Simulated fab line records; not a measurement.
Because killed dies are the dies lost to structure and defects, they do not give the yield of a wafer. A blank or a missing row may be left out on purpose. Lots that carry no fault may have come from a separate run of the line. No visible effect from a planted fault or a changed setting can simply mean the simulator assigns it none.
A struck lot beside a sound one ; flow rit-cmos ; 27 steps out of a route of 202
Sound: the wafers L985.3, L985.5, L985.6. Wafers struck: L988.4, L988.5, L988.6. At the end, the cause is stated.
At each step with rows: each side's tool, then ch and its chambers, then its first start. Under that, the readings that differ: sound wafers ; struck wafers ; difference of the means ; sigmas: that difference in standard deviations of wafers without a fault.
alike: same words and numbers on both sides, and readings whose means sit less than 2 such deviations apart. not compared: any withheld reading, any reading some wafer has no value for, any bound like >300 that may hide the same value, and any number with overlapping values for which the record gives no deviation.
Wherever a step has rows on one side only, a row that says differs or no value, or a row with sigmas, the two part there. Non-overlapping numbers with no deviation appear without sigmas and do not part them. A reading that every wafer of one side lacks parts them only if that side has two wafers or more.

RIT_ACTIVE_BOW_MEAS_00:
  sound: film-metro-01 at day 1 15:02; struck: film-metro-04 at day 2 06:04
  alike: INCOMING_BOW
RIT_ACTIVE_OXIDATION_01: target thk 46.8 nm, ox time 3360 s.
  sound on furnace-02 ch 0, day 1 15:07; struck on furnace-02 ch 0, day 2 06:07
reading;sound;struck;difference;sigmas
spike-tc-centre-C (C);1000.9 1002.0 1002.8;974.7 977.4 977.3;-25.4;-13
spike-tc-load-C (C);1030 1029 1029;1006 1006 1003;-24;-6
spike-tc-source-C (C);1030.3 1028.8 1029.1;1004.0 1004.2 1003.2;-25.6;-13
tube-center-temp-C (C);1000.1 1000.2 1000.1;974.88 975.18 975.01;-25.11;-99 or more
tube_center_temp_C_max;1002.6 1002.7 1003.0;977.3 977.4 977.6;-25.3;-59
model.SiO2_of_ACTIVE_OXIDATION_01.thk-nm (nm);46.51 46.32 45.7;35.61 36.04 36.66;-10.07;
  alike: zone-power-load-pct
RIT_ACTIVE_THK_MEAS_02:
  sound: film-metro-03 at day 1 17:04; struck: film-metro-03 at day 2 08:20
reading;sound;struck;difference;sigmas
ACTIVE_OXIDE_THK (nm);46.5 46.3 45.7;35.7 36.1 36.6;-10.0;-12
  not compared: hold
RIT_ACTIVE_THK_MEAS_04:
  sound: film-metro-03 at day 1 18:33; struck: film-metro-01 at day 2 13:59
  alike: ACTIVE_NITRIDE_THK
then, 6 steps without rows for these wafers: RIT_ACTIVE_HMDS_05 (prime time 60 s); RIT_ACTIVE_COAT_06 (resist thk 1000 nm); RIT_ACTIVE_SOFTBAKE_07 (time 60 s); RIT_ACTIVE_EXPOSE_08 (exposes mask M1, target cd 1400 nm); RIT_ACTIVE_PEB_09; RIT_ACTIVE_DEVELOP_10 (develop time 50 s).
RIT_ACTIVE_CD_MEAS_11 targets a cd of 1400 nm.
  sound: cd-sem-01 at day 1 19:36; struck: cd-sem-01 at day 2 16:14
  alike: cd-nm
then, 1 step without rows for these wafers: RIT_ACTIVE_HARDBAKE_12 (time 60 s).
RIT_ACTIVE_ETCH_13: etches Si3N4 in SF6, stops on SiO2, time 210 s, target depth 210 nm.
  sound on rie-diel-03 ch 0,3, day 1 19:50; struck on rie-diel-03 ch 1,2, day 2 16:34
  alike: drypump-motor-current-A, oes-product-au, throttle-valve-pct
  not compared: rf-hours-counter-h
RIT_ACTIVE_STRIP_14: strips in O2, time 180 s.
  sound on plasma-asher-03 ch 0,1, day 1 20:02; struck on plasma-asher-02 ch 0,1, day 2 16:46
  alike: drypump-motor-current-A
  not compared: rf-hours-counter-h
RIT_ACTIVE_CD_MEAS_90 targets a cd of 1400 nm.
  sound: cd-sem-02 at day 1 20:11; struck: cd-sem-02 at day 2 16:56
  alike: cd-nm
then, 4 steps without rows for these wafers: RIT_ACTIVE_CLEAN_15 (cleans in SC1, time 600 s); RIT_ACTIVE_CLEAN_16 (cleans in dHF, time 30 s); RIT_ACTIVE_CLEAN_17 (cleans in SC2, time 600 s); RIT_FOX1_OXIDATION_00 (target thk 350.7 nm, ox time 1130 s).
RIT_FOX1_THK_MEAS_01:
  sound: film-metro-01 at day 1 21:58; struck: film-metro-04 at day 2 20:09
  alike: FOX1_OXIDE_THK
then, 2 steps without rows for these wafers: RIT_FOX1_WET_ETCH_02 (etches SiO2 in BOE, target depth 350 nm, time 390 s); RIT_FOX2_OXIDATION_00 (target thk 350.7 nm, ox time 1130 s).
RIT_FOX2_THK_MEAS_01:
  sound: film-metro-02 at day 1 23:27; struck: film-metro-02 at day 2 22:30
  alike: FOX2_OXIDE_THK
then, 1 step without rows for these wafers: RIT_FOX2_CLEAN_02 (cleans in dHF, time 180 s).
RIT_FOX2_WET_ETCH_03: etches Si3N4 in H3PO4, target depth 195 nm, time 2700 s.
  sound on wet-bench-03 ch 0, day 1 23:34; struck on wet-bench-01 ch 3, day 2 22:40
reading;sound;struck;difference;sigmas
model.SiO2_of_ACTIVE_OXIDATION_01.thk-nm (nm);41.56 41.37 40.83;31.67 31.97 32.58;-9.18;
RIT_FOX2_THK_MEAS_90:
  sound: film-metro-02 at day 2 00:25; struck: film-metro-02 at day 2 23:28
  alike: FIELD_OXIDE_LEFT_1_THK
RIT_M1_PROBE_99:
  sound: prober-01 at day 3 14:16; struck: prober-02 at day 4 17:31
  alike: killed-at-front-end, killed-dies, killed-on-rim, killed-open, killed-short

## WHERE THEY PART
First at RIT_ACTIVE_OXIDATION_01; last, within this record, at RIT_ACTIVE_THK_MEAS_02. Later steps at which nothing parts them and some readings are alike: RIT_ACTIVE_THK_MEAS_04, RIT_ACTIVE_CD_MEAS_11, RIT_ACTIVE_ETCH_13, RIT_ACTIVE_STRIP_14, RIT_ACTIVE_CD_MEAS_90, RIT_FOX1_THK_MEAS_01, RIT_FOX2_THK_MEAS_01, RIT_FOX2_THK_MEAS_90, RIT_M1_PROBE_99.

WHY: the cause the simulator had injected
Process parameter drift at RIT_ACTIVE_OXIDATION_01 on furnace-02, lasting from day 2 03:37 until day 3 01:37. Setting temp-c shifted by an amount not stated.
